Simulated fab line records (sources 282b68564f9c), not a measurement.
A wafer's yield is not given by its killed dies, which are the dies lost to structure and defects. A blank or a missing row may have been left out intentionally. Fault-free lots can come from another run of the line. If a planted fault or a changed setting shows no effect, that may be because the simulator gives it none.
fab line records | flow ritCmos
record: lots: 7 wafers: 21 lastDay: 7
route steps=202 shown ACTIVE@1
lots untouched by any fault: they come from a run of this same line in which no faults occurred
startH: hours from the record's first day to the start of the lot's first wafer shown | waitH: time in hours since the lot's previous step | " unchanged from the row above | L1.1+2: a single row standing in for several wafers | - either no value or no given start | * or withheld: withheld | < > ~ a bound
route shown NAME@n: a module of which the file shows steps, and the number in the route of the first | usual: the fault-free wafers' mean and standard deviation | same: alike in all rows | chamber/n: place in a boat | sites: per-site readings | _std_site: how widely they spread, as a standard deviation | _edge_site: the outer-site mean with the inner-site mean subtracted | radiusMm: how far each site lies from the wafer's centre | mask NAME#n: copy n | behind: tool/chamber where the wafer was last shaped | hold: what put the lot on hold/how long, in hours/how the hold closed | device: names the non-switching transistor (n, p or np) | end of line: the tests these same wafers got at the end of their route | where a step has no rows: the recipe by itself | killed: at the first sort, the dies lost to defects and structure; wafer yield is something else | map: shows each die of a wafer: x if killed, . if not, _ if none is there
set.NAME: the run value of the setting; set.NAME@STEP: its run value at that earlier step | model.NAME: the simulator's own value behind a step, which no gauge read
lots at selected steps of the route; one table per step, one row per wafer
== steps ==
step: RIT_ACTIVE_BOW_MEAS_00
recipe: mode: bow
usual: INCOMING_BOW: 0/6.7
columns lot.wafer tool chamber startH waitH INCOMING_BOW[um]
L387.1 filmMetro-04 - 25.00 - 5
L387.3 " - " " 5
L387.5 " - " " -11
L389.2 filmMetro-02 - 35.02 - 1
L389.3 " - " " -7
L389.6 " - " " 1
L390.3 filmMetro-01 - 40.04 - -1
L390.5 " - " " 2
L390.6 " - " " -1
L391.3 filmMetro-04 - 45.04 - -15
L391.4 " - " " -1
L391.5 " - " " -3
L401.2 filmMetro-01 - 95.02 - -11
L401.3 " - " " -8
L401.4 " - " " 7
L402.3 filmMetro-04 - 100.04 - 0
L402.5 " - " " -15
L402.6 " - " " 0
L404.3 filmMetro-02 - 110.04 - 7
L404.4 " - " " -7
L404.5 " - " " 1
step: RIT_ACTIVE_OXIDATION_01
recipe: tempC: 1007 ambient: O2 targetThkA: 468 oxTimeS: 3360
usual: oxTempC: 1007.0/0.46 oxTempCMax: 1012.9/1.9 oxTimeS: 3360/0 spikeTcCentreC: 1010.0/1.5
columns lot.wafer tool chamber startH waitH oxTempC oxTempCMax oxTimeS spikeTcCentreC
L387.1 furnace-01 0 26.15 1.1 1006.8 1014.8 3360 1010.0
L387.3 " 0 " " 1007.2 1014.3 3360 1011.4
L387.5 " 0 " " 1006.7 1014.9 3360 1010.6
L389.2 furnace-03 - 35.12 0.1 - - - -
L389.3 " - " " - - - -
L389.6 " - " " - - - -
L390.3 furnace-01 - 40.93 0.9 - - - -
L390.5 " - " " - - - -
L390.6 " - " " - - - -
L391.3 furnace-03 - 46.06 1.0 - - - -
L391.4 " - " " - - - -
L391.5 " - " " - - - -
L401.2 furnace-03 0 96.18 1.1 1006.5 1009.9 3360 1008.1
L401.3 " 0 " " 1007.4 1011.9 3360 1007.7
L401.4 " 0 " " 1006.8 1010.5 3360 1008.6
L402.3 furnace-01 0 100.58 0.5 1006.7 1013.0 3360 1009.9
L402.5 " 0 " " 1007.2 1012.8 3360 1010.3
L402.6 " 0 " " 1006.9 1013.4 3360 1011.1
L404.3 furnace-01 0 110.82 0.8 1007.6 1014.3 3360 1011.8
L404.4 " 0 " " 1007.2 1013.1 3360 1012.9
L404.5 " 0 " " 1007.0 1016.2 3360 1011.7
step: RIT_ACTIVE_CVD_03
recipe: material: Si3N4 targetThkNm: 150 tempC: 810 precursor: SiH2Cl2/NH3 timeS: 1500 pressureMtorr: 300 sih2cl2FlowSccm: 60 nh3FlowSccm: 150
== key ==
firstSign: step: RIT_ACTIVE_OXIDATION_01 reading: toolRecord direction: missing
effect none on later readings
metAt RIT_ACTIVE_OXIDATION_01
struckWafers L389.2,L389.3,L389.6,L390.3,L390.5,L390.6,L391.3,L391.4,L391.5
laterRowsLeftOut L389.2,L389.3,L389.6,L390.3,L390.5,L390.6,L391.3,L391.4,L391.5
sortLeftOut L389.2,L389.3,L389.6,L390.3,L390.5,L390.6,L391.3,L391.4,L391.5
testerLeftOut L389,L390,L391
onsetBetween 26.15 35.12
fault: kind: skippedStepWhole tool: furnace-01,furnace-03 chamber: - onsetH: 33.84 steps: RIT_ACTIVE_OXIDATION_01 scope: struckLotsOnly
testerLeftOut: of these lots the tester's yield and bins aren't shown, on N5 and GAA mostly nor the transistor test; their killed dies are dies lost to structure and defects alone, not to doping, threshold or leakage, so they don't give the yield
sortLeftOut: the simulated sort isn't trusted on such a fault, so these wafers' sort isn't shown, and their yield isn't known
laterRowsLeftOut: the simulator's readings of these wafers behind a module that went badly wrong aren't trusted and aren't shown, but for the sort
